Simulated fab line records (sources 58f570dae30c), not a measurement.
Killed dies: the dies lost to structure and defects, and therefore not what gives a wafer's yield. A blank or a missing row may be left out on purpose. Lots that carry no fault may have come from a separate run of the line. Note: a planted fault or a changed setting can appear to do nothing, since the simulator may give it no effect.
Which tool was responsible? ; flow berkeley-cmos170 ; Sampling: 14 lots, 42 wafers, 6 of 331 route steps

## WHAT EACH GAUGE READ, for each wafer
UCB170_CONTACT_OVL_MEAS_16.
lot;measured;on;CONTACT_OVL (nm)
L713;day 8 15:41;overlay-02;20 14 13
L711;day 8 18:13;overlay-01;11 12 2
L715;day 8 19:40;overlay-02;7 -1 9
L717;day 9 17:13;overlay-02;1 -2 1
L718;day 9 18:09;overlay-02;-1 -7 0
L719;day 9 18:09;overlay-01;8 7 4
L721;day 10 05:10;overlay-01;6 10 4
L720;day 10 12:10;overlay-02;14 8 2
L723;day 10 22:21;overlay-01;4 8 14
L726;day 11 13:10;overlay-02;4 -2 -4
L727;day 11 23:28;overlay-01;0 2 -3
L728;day 12 01:38;overlay-01;0 -1 4
L731;day 12 09:14;overlay-01;-3 -5 -6
L732;day 12 10:25;overlay-01;10 -3 12

UCB170_M2_CD_MEAS_15: the cd target is 700 nm.
lot;measured;on;cd-nm (nm)
L713;day 9 08:34;cd-sem-01;698.0 699.6 699.5
L711;day 9 08:32;cd-sem-02;700.5 700.0 700.2
L715;day 9 08:52;cd-sem-01;702.6 702.4 702.9
L717;day 10 04:22;cd-sem-02;698.8 699.4 699.8
L718;day 10 04:40;cd-sem-02;697.0 698.2 697.0
L719;day 10 04:55;cd-sem-02;701.2 699.8 700.1
L721;day 10 15:00;cd-sem-02;701.0 700.0 700.3
L720;day 11 00:07;cd-sem-01;700.6 699.0 699.1
L723;day 11 08:23;cd-sem-01;697.9 699.3 697.8
L726;day 11 23:29;cd-sem-02;699.2 698.8 700.5
L727;day 12 12:08;cd-sem-01;702.2 702.4 701.2
L728;day 12 13:33;cd-sem-01;697.7 699.8 698.6
L731;day 12 20:50;cd-sem-02;701.2 699.9 699.6
L732;day 12 21:08;cd-sem-02;699.1 698.7 699.2

UCB170_M2_OVL_MEAS_16.
lot;measured;on;M2_OVL (nm)
L713;day 9 08:39;overlay-01;3 13 3
L711;day 9 08:40;overlay-02;3 5 13
L715;day 9 08:59;overlay-02;1 5 0
L717;day 10 04:28;overlay-01;5 9 1
L718;day 10 04:47;overlay-01;-3 -1 -4
L719;day 10 05:02;overlay-02;0 -2 -3
L721;day 10 15:05;overlay-02;7 8 0
L720;day 11 00:13;overlay-01;0 2 0
L723;day 11 08:28;overlay-02;0 -6 4
L726;day 11 23:37;overlay-02;1 6 6
L727;day 12 12:14;overlay-01;1 2 2
L728;day 12 13:38;overlay-01;10 11 4
L731;day 12 20:58;overlay-02;0 10 7
L732;day 12 21:14;overlay-01;-1 0 1

UCB170_M2_CD_MEAS_90: the cd target is 700 nm.
lot;measured;on;cd-nm (nm)
L713;day 9 09:09;cd-sem-02;695.7 700.3 696.8
L711;day 9 09:01;cd-sem-01;702.4 700.8 700.9
L715;day 9 09:23;cd-sem-01;701.1 700.7 702.7
L717;day 10 04:51;cd-sem-01;697.8 698.8 696.7
L718;day 10 05:20;cd-sem-01;696.4 698.0 698.3
L719;day 10 05:23;cd-sem-02;699.1 699.7 699.7
L721;day 10 15:29;cd-sem-02;700.4 697.8 697.8
L720;day 11 00:35;cd-sem-01;667.8 666.4 665.2 667.7 666.0 664.9
L723;day 11 08:52;cd-sem-01;665.4 665.5 664.7 665.2 665.5 664.6
L726;day 11 23:58;cd-sem-01;698.6 696.2 698.1
L727;day 12 12:37;cd-sem-02;702.9 700.7 700.7
L728;day 12 14:02;cd-sem-01;697.5 696.5 695.5
L731;day 12 21:19;cd-sem-02;703.0 699.9 697.5
L732;day 12 21:37;cd-sem-02;697.9 698.5 698.4

## WHICH TOOL RAN EACH LOT (tool, then ch and the chambers of the sampled wafers, then the start)
lot;UCB170_M2_METAL_ETCH_18;UCB170_M2_STRIP_19
L713;rie-metal-04 ch 0,1, day 9 08:48;plasma-asher-01 ch 0,1, day 9 08:58
L711;rie-metal-02 ch 0,1, day 9 08:44;plasma-asher-02 ch 0,1, day 9 08:55
L715;rie-metal-02 ch 0,1, day 9 09:04;plasma-asher-04 ch 0,1, day 9 09:15
L717;rie-metal-01 ch 0,1, day 10 04:32;plasma-asher-02 ch 0,1, day 10 04:44
L718;rie-metal-02 ch 1, day 10 04:52;plasma-asher-04 ch 0,1, day 10 05:14
L719;rie-metal-01 ch 0,1, day 10 05:07;plasma-asher-02 ch 0,1, day 10 05:17
L721;rie-metal-01 ch 0,1, day 10 15:13;plasma-asher-04 ch 0,1, day 10 15:23
L720;rie-metal-02 ch 0,1, day 11 00:17;plasma-asher-02 ch 0,1, day 11 00:28
L723;rie-metal-02 ch 0,1, day 11 08:36;plasma-asher-02 ch 0,1, day 11 08:46
L726;rie-metal-01 ch 0,1, day 11 23:41;plasma-asher-02 ch 0,1, day 11 23:52
L727;rie-metal-04 ch 0,1, day 12 12:22;plasma-asher-04 ch 0,1, day 12 12:31
L728;rie-metal-04 ch 0,1, day 12 13:45;plasma-asher-04 ch 0,1, day 12 13:55
L731;rie-metal-04 ch 0,1, day 12 21:02;plasma-asher-01 ch 0,1, day 12 21:13
L732;rie-metal-01 ch 0,1, day 12 21:19;plasma-asher-02 ch 0,1, day 12 21:30
- UCB170_M2_METAL_ETCH_18: etches Al in Cl2/BCl3, stops on SiO2, target depth 1170 nm, time 195 s.
- UCB170_M2_STRIP_19: strips in O2.

## AS READ BY THE TOOLS THEMSELVES (means over the sampled wafers that have a number; for cases with no such wafer, the mark the record gives instead)
UCB170_M2_METAL_ETCH_18.
lot;tool;drypump-motor-current-A (A);oes-product-au (a.u.);throttle-valve-pct (%)
L713;rie-metal-04;5.9;0.850;24.52
L711;rie-metal-02;6.0;0.846;24.53
L715;rie-metal-02;6.2;0.851;24.54
L717;rie-metal-01;5.5;0.862;24.28
L718;rie-metal-02;5.7;0.844;24.53
L719;rie-metal-01;5.5;0.865;24.28
L721;rie-metal-01;5.5;0.861;24.29
L720;rie-metal-02;6.0;0.845;24.53
L723;rie-metal-02;6.0;0.857;24.52
L726;rie-metal-01;5.5;0.856;24.30
L727;rie-metal-04;5.9;0.867;24.52
L728;rie-metal-04;6.1;0.861;24.53
L731;rie-metal-04;6.1;0.852;24.54
L732;rie-metal-01;5.5;0.858;24.29

UCB170_M2_STRIP_19.
lot;tool;drypump-motor-current-A (A);oes-product-au (a.u.)
L713;plasma-asher-01;6.2;0.534
L711;plasma-asher-02;5.4;0.545
L715;plasma-asher-04;5.1;0.554
L717;plasma-asher-02;5.7;0.545
L718;plasma-asher-04;5.2;0.546
L719;plasma-asher-02;5.4;0.540
L721;plasma-asher-04;5.1;0.539
L720;plasma-asher-02;5.7;0.313
L723;plasma-asher-02;5.4;0.310
L726;plasma-asher-02;5.7;0.537
L727;plasma-asher-04;5.2;0.532
L728;plasma-asher-04;5.1;0.540
L731;plasma-asher-01;6.2;0.536
L732;plasma-asher-02;5.7;0.532

## THE ANSWER, worked out from the rows above alone
Rule: the lots themselves supply what counts as usual. Put in order of their means at a reading, lots are off if they are a third of the lots or fewer, leave a main group of 4 or more, and stand apart from it by a gap of 3 or more times the standard deviation of the main group's means; of several such gaps the widest counts. A main group whose means are all the same, to the digits that the tables above print for the reading, isn't used. A lot without any number at a reading at which 4 lots or more have one is off too. Any other lot the step has rows for is counted as sound. After the gauges, taken in route order, come the tools' own readings; for these a lot's mean is taken, as printed above. At the first step where some lot is off, the reading lying furthest off is the one used; lots without a number count as furthest.
Off, at UCB170_M2_CD_MEAS_90 on cd-nm: L720, L723. For the main group the mean is 699.0 nm and the standard deviation 1.7.
If a tool, at a process step before that reading, ran all the lots that are off and no sound lot after the first of them, it fits. Not tried: the gauges at UCB170_M2_CD_MEAS_90; whatever is off there is also off at UCB170_M2_STRIP_19, on other tools, and gauge error can't account for it. One fits: UCB170_M2_METAL_ETCH_18 on rie-metal-02. Its last sound lot is L718 (day 10 04:52), its first lot that is off L720 (day 11 00:17): a fault that began between those two fits.

## WHAT THE SIMULATOR HAD INSERTED
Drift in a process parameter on rie-metal-02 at UCB170_M2_METAL_ETCH_18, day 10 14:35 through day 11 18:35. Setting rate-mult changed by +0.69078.
Lots struck among those shown: L720, L723. This agrees with what the rule above found.
